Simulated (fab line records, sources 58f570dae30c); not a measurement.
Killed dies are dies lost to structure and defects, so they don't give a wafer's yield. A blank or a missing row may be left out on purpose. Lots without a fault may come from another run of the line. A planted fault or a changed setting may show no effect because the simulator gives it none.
fab line records | flow berkeley_cmos170 | part 2 of 2: steps 24 to 35 of 35
record lots=5 wafers=15 last_day=13
route steps=331 shown PWELL@45 WELLDRIVE@55 ACTIVE@60 PFIELD@79
lots that met no fault: from a run of the same line without faults
start_h: hours from the record's first day to the start of the lot's first wafer shown | wait_h: hours since the lot's step before | " the same as in the row above | L1.1+2: a row that stands for several wafers | - no value, or no start given | * or withheld: withheld | < > ~ a bound
route shown NAME@n: a module of which the file shows steps, and the number in the route of the first | usual: mean/standard deviation of fault-free wafers | same: alike in all rows | chamber/n: place in a boat | sites: the reading at each site | _std_site: their standard deviation | _edge_site: outer sites' mean less inner sites' | radius_mm: how far each site lies from the wafer's centre | mask NAME#n: copy n | behind: the tool/chamber that last shaped the wafer | hold: why the lot was held/for how many hours/how that ended | device: the transistor (n, p or np) that didn't switch | end of line: the same wafers' tests at the end of the route | a step without rows: its recipe alone | killed: dies lost to structure and defects at the first sort, not the wafer's yield | map: a wafer's dies, x killed, . not, _ none there
set.NAME: the setting as run; set.NAME@STEP: as run at that earlier step | model.NAME: the simulator's own value behind a step, which no gauge read
lots at some steps of the route; a table a step, a row a wafer
services: from which hour (start_h, from the record's first day; less than 0 if before it) a tool's chamber was out of use, for how many hours, and why
## steps
# step UCB170_ACTIVE_COAT_08
# recipe resist=KrF spin_rpm=1500 resist_thk_nm=900
# usual spin_speed_rpm=1499.9/1.1
# columns lot.wafer tool chamber start_h wait_h spin_speed_rpm
L079.2 litho_track-01 0 119.66 0.1 1499.4
L079.5 " 0 " " 1499.6
L079.6 " 0 " " 1498.6
L085.3 litho_track-01 0 151.62 0.1 1498.3
L085.4 " 0 " " 1499.7
L085.5 " 0 " " 1499.3
L091.3 litho_track-03 0 187.36 0.1 1500.4
L091.5 " 0 " " 1497.9
L091.6 " 0 " " 1500.8
L093.1 litho_track-03 0 197.63 0.1 1501.8
L093.5 " 0 " " 1499.6
L093.6 " 0 " " 1501.2
L096.1 litho_track-03 0 198.08 0.1 1500.0
L096.2 " 0 " " 1499.4
L096.5 " 0 " " 1500.5
# step UCB170_ACTIVE_SOFTBAKE_09
# recipe resist=KrF temp_c=130 time_s=60
# columns lot.wafer tool chamber start_h wait_h
L079.2+5+6 litho_track-01 0 119.81 0.1
L085.3+4+5 litho_track-01 0 151.77 0.1
L091.3+5+6 litho_track-03 0 187.51 0.1
L093.1+5+6 litho_track-03 0 197.78 0.1
L096.1+2+5 litho_track-03 0 198.23 0.1
# step UCB170_ACTIVE_EXPOSE_10
# recipe mask_id=ACTIVE target_cd_nm=1200 na=0.5 sigma_outer=0.6 source_shape=conventional dose_mj=20
# columns lot.wafer tool chamber start_h wait_h mask
L079.2+5+6 krf_scanner-02 0 120.05 0.2 ACTIVE#0
L085.3+4+5 krf_scanner-01 0 151.91 0.1 ACTIVE#0
L091.3+5+6 krf_scanner-02 0 187.78 0.2 ACTIVE#0
L093.1+5+6 krf_scanner-01 0 198.06 0.2 ACTIVE#0
L096.1+2+5 krf_scanner-01 0 198.66 0.4 ACTIVE#0
# step UCB170_ACTIVE_PEB_11
# recipe peb_temp_c=130 peb_time_s=withheld resist=KrF
# columns lot.wafer tool chamber start_h wait_h
L079.2+5+6 litho_track-03 0 120.39 0.3
L085.3+4+5 litho_track-01 0 152.37 0.4
L091.3+5+6 litho_track-01 0 187.90 0.1
L093.1+5+6 litho_track-01 0 198.33 0.3
L096.1+2+5 litho_track-01 0 198.93 0.3
# step UCB170_ACTIVE_DEVELOP_12
# recipe developer=TMAH develop_time_s=45 resist=KrF dev_temp_c=21
# columns lot.wafer tool chamber start_h wait_h
L079.2+5+6 litho_track-03 0 - -
L085.3+4+5 litho_track-01 0 - -
L091.3+5+6 litho_track-01 0 - -
L093.1+5+6 litho_track-01 0 - -
L096.1+2+5 litho_track-01 0 - -
# step UCB170_ACTIVE_CD_MEAS_13
# recipe target_cd_nm=1200
# usual cd_nm=1200.2/1.4
# columns lot.wafer tool chamber start_h wait_h cd_nm
L079.2 cd_sem-01 - 120.72 - 1200.8
L079.5 " - " " 1200.8
L079.6 " - " " 1201.5
L085.3 cd_sem-02 - 152.64 - 1200.8
L085.4 " - " " 1201.6
L085.5 " - " " 1202.0
L091.3 cd_sem-02 - 188.17 - 1199.8
L091.5 " - " " 1201.7
L091.6 " - " " 1201.2
L093.1 cd_sem-02 - 198.61 - 1200.1
L093.5 " - " " 1199.6
L093.6 " - " " 1199.0
L096.1 cd_sem-01 - 199.21 - 1199.4
L096.2 " - " " 1198.6
L096.5 " - " " 1199.0
# step UCB170_ACTIVE_OVL_MEAS_14
# usual ACTIVE_OVL=-2/5.2
# columns lot.wafer tool chamber start_h wait_h ACTIVE_OVL[nm]
L079.2 overlay-01 - 120.83 0.1 0
L079.5 " - " " 6
L079.6 " - " " 0
L085.3 overlay-01 - 152.73 0.1 -2
L085.4 " - " " -1
L085.5 " - " " -12
L091.3 overlay-01 - 188.26 0.1 2
L091.5 " - " " -1
L091.6 " - " " 0
L093.1 overlay-01 - 198.73 0.1 -6
L093.5 " - " " -5
L093.6 " - " " -6
L096.1 overlay-02 - 199.33 0.1 -9
L096.2 " - " " -3
L096.5 " - " " -14
# step UCB170_ACTIVE_ETCH_15
# recipe chemistry=CH3F/Ar/O2 target=Si3N4 stop_on=SiO2 CH3F_flow_sccm=20 Ar_flow_sccm=50 O2_flow_sccm=7 pressure_mtorr=50 rf_w=450 target_depth_a=2420 over_etch_frac=0.1 time_s=151
# usual drypump_motor_current_A=5.8/0.55 oes_product_au=0.938/0.01 rf_fwd_power_W=448.4/1.8 throttle_valve_pct=8.05/0.11
# columns lot.wafer tool chamber start_h wait_h drypump_motor_current_A oes_product_au rf_fwd_power_W rf_hours_counter_h throttle_valve_pct
L079.2 rie_diel-02 3 120.86 0.0 6.0 0.939 446.4 116 7.98
L079.5 " 3 " " 6.0 0.938 446.6 - 7.95
L079.6 " 2 " " 5.7 0.931 451.0 - 8.15
L085.3 rie_diel-02 2 152.75 0.0 5.7 0.930 448.0 135 8.15
L085.4 " 0 " " 6.7 0.954 450.1 104 8.14
L085.5 " 0 " " 6.7 0.946 448.6 - 8.11
L091.3 rie_diel-03 2 188.29 0.0 6.0 0.954 448.0 101 8.08
L091.5 " 0 " " 5.7 0.942 449.7 - 7.97
L091.6 " 1 " " 6.8 0.959 450.3 - 8.03
L093.1 rie_diel-03 0 198.76 0.0 5.8 0.935 447.6 62 7.95
L093.5 " 0 " " 5.8 0.934 445.8 - 7.97
L093.6 " 1 " " 6.7 0.940 449.9 - 8.04
L096.1 rie_diel-03 0 199.36 0.0 5.8 0.943 447.6 62 7.96
L096.2 " 1 " " 6.7 0.946 449.6 143 8.03
L096.5 " 0 " " 5.7 0.943 447.0 - 7.94
# step UCB170_ACTIVE_STRIP_16
# recipe chemistry=O2 power_w=400 pressure_mtorr=3500 platen_temp_c=withheld o2_flow_sccm=400 overash_fraction=0.5
# usual drypump_motor_current_A=5.7/0.54 oes_product_au=0.721/0.0044 strip_time_to_endpoint_s=18.09/0.074
# columns lot.wafer tool chamber start_h wait_h drypump_motor_current_A oes_product_au rf_hours_counter_h strip_time_to_endpoint_s
L079.2 plasma_asher-03 0 120.96 0.1 6.3 0.718 39 17.95
L079.5 " 0 " " 6.4 0.725 - 18.05
L079.6 " 1 " " 5.9 0.718 - 18.10
L085.3 plasma_asher-03 1 152.89 0.1 5.8 0.720 - 17.99
L085.4 " 0 " " 6.3 0.727 - 18.04
L085.5 " 1 " " 5.8 0.732 - 18.12
L091.3 plasma_asher-01 1 188.42 0.1 6.0 0.718 - 18.12
L091.5 " 0 " " 6.3 0.719 - 18.14
L091.6 " 1 " " 6.0 0.725 - 18.09
L093.1 plasma_asher-04 0 198.86 0.1 4.9 0.722 42 18.15
L093.5 " 0 " " 4.9 0.721 - 18.07
L093.6 " 1 " " 5.3 0.714 - 18.12
L096.1 plasma_asher-04 1 199.51 0.1 5.3 0.713 42 18.10
L096.2 " 0 " " 4.9 0.729 42 18.08
L096.5 " 1 " " 5.4 0.720 - 18.02
# step UCB170_ACTIVE_CD_MEAS_90
# recipe target_cd_nm=1200
# usual cd_nm=1200.2/1.3
# columns lot.wafer tool chamber start_h wait_h cd_nm
L079.2 cd_sem-01 - 121.12 0.1 1200.3
L079.5 " - " " 1201.1
L079.6 " - " " 1201.1
L085.3 cd_sem-02 - 153.00 0.1 1200.3
L085.4 " - " " 1201.8
L085.5 " - " " 1201.6
L091.3 cd_sem-02 - 188.53 0.1 1200.0
L091.5 " - " " 1201.3
L091.6 " - " " 1200.5
L093.1 cd_sem-01 - 198.96 0.1 1200.7
L093.5 " - " " 1199.7
L093.6 " - " " 1198.9
L096.1 cd_sem-02 - 199.61 0.1 1199.4
L096.2 " - " " 1198.7
L096.5 " - " " 1198.9
# step UCB170_ACTIVE_CLEAN_17
# recipe chemistry=SPM temp_c=120 time_s=600
# usual bath_heat_duty_pct=13.0/1
# columns lot.wafer tool chamber start_h wait_h bath_heat_duty_pct
L079.2 wet_bench-01 3 121.24 0.1 15.6
L079.5 " 3 " " 15.3
L079.6 " 3 " " 14.8
L085.3 wet_bench-04 2 153.08 0.1 13.0
L085.4 " 2 " " 14.4
L085.5 " 2 " " 13.1
L091.3 wet_bench-01 1 188.61 0.1 13.4
L091.5 " 1 " " 12.3
L091.6 " 1 " " 14.1
L093.1 wet_bench-01 2 199.08 0.1 13.6
L093.5 " 2 " " 12.5
L093.6 " 2 " " 11.9
L096.1 wet_bench-01 3 199.81 0.2 15.0
L096.2 " 3 " " 14.0
L096.5 " 3 " " 13.7
# step UCB170_PFIELD_HMDS_00
# recipe prime_time_s=60 prime_temp_c=100
# columns lot.wafer tool chamber start_h wait_h
L079.2+5+6 litho_track-04 0 121.61 0.2
L085.3+4+5 litho_track-04 0 153.30 0.1
L091.3+5+6 litho_track-02 0 188.83 0.1
L093.1+5+6 litho_track-04 0 199.26 0.0
L096.1+2+5 litho_track-04 0 200.01 0.0
## services
# columns tool chamber start_h hours kind
furnace-02 - 68.07 3.4 pm
furnace-04 - 72.43 4.4 pm
implanter-02 - 78.51 3.2 repair
krf_scanner-01 - 91.47 1.0 pm
plasma_asher-01 - 108.75 9.0 pm
krf_scanner-01 - 108.98 4.0 pm
lpcvd-01 - 115.34 1.2 repair
lpcvd-01 - 122.30 14.6 pm
rie_diel-03 3 122.52 2.5 repair
krf_scanner-02 - 124.79 3.6 pm
implanter-04 - 136.38 4.1 pm
krf_scanner-02 - 139.74 17.3 repair
rie_diel-02 - 141.09 0.9 repair
implanter-02 - 145.18 2.4 repair
krf_scanner-02 - 157.06 1.0 pm
krf_scanner-02 - 160.37 0.8 repair
rie_diel-02 0 161.47 2.1 repair
plasma_asher-03 - 161.74 30.6 pm
krf_scanner-01 - 162.45 1.3 pm
implanter-02 - 175.36 6.2 repair
krf_scanner-01 - 177.33 0.8 pm
furnace-01 - 191.54 3.3 pm
rie_diel-03 3 192.42 7.6 repair
rie_diel-03 2 199.03 16.7 repair
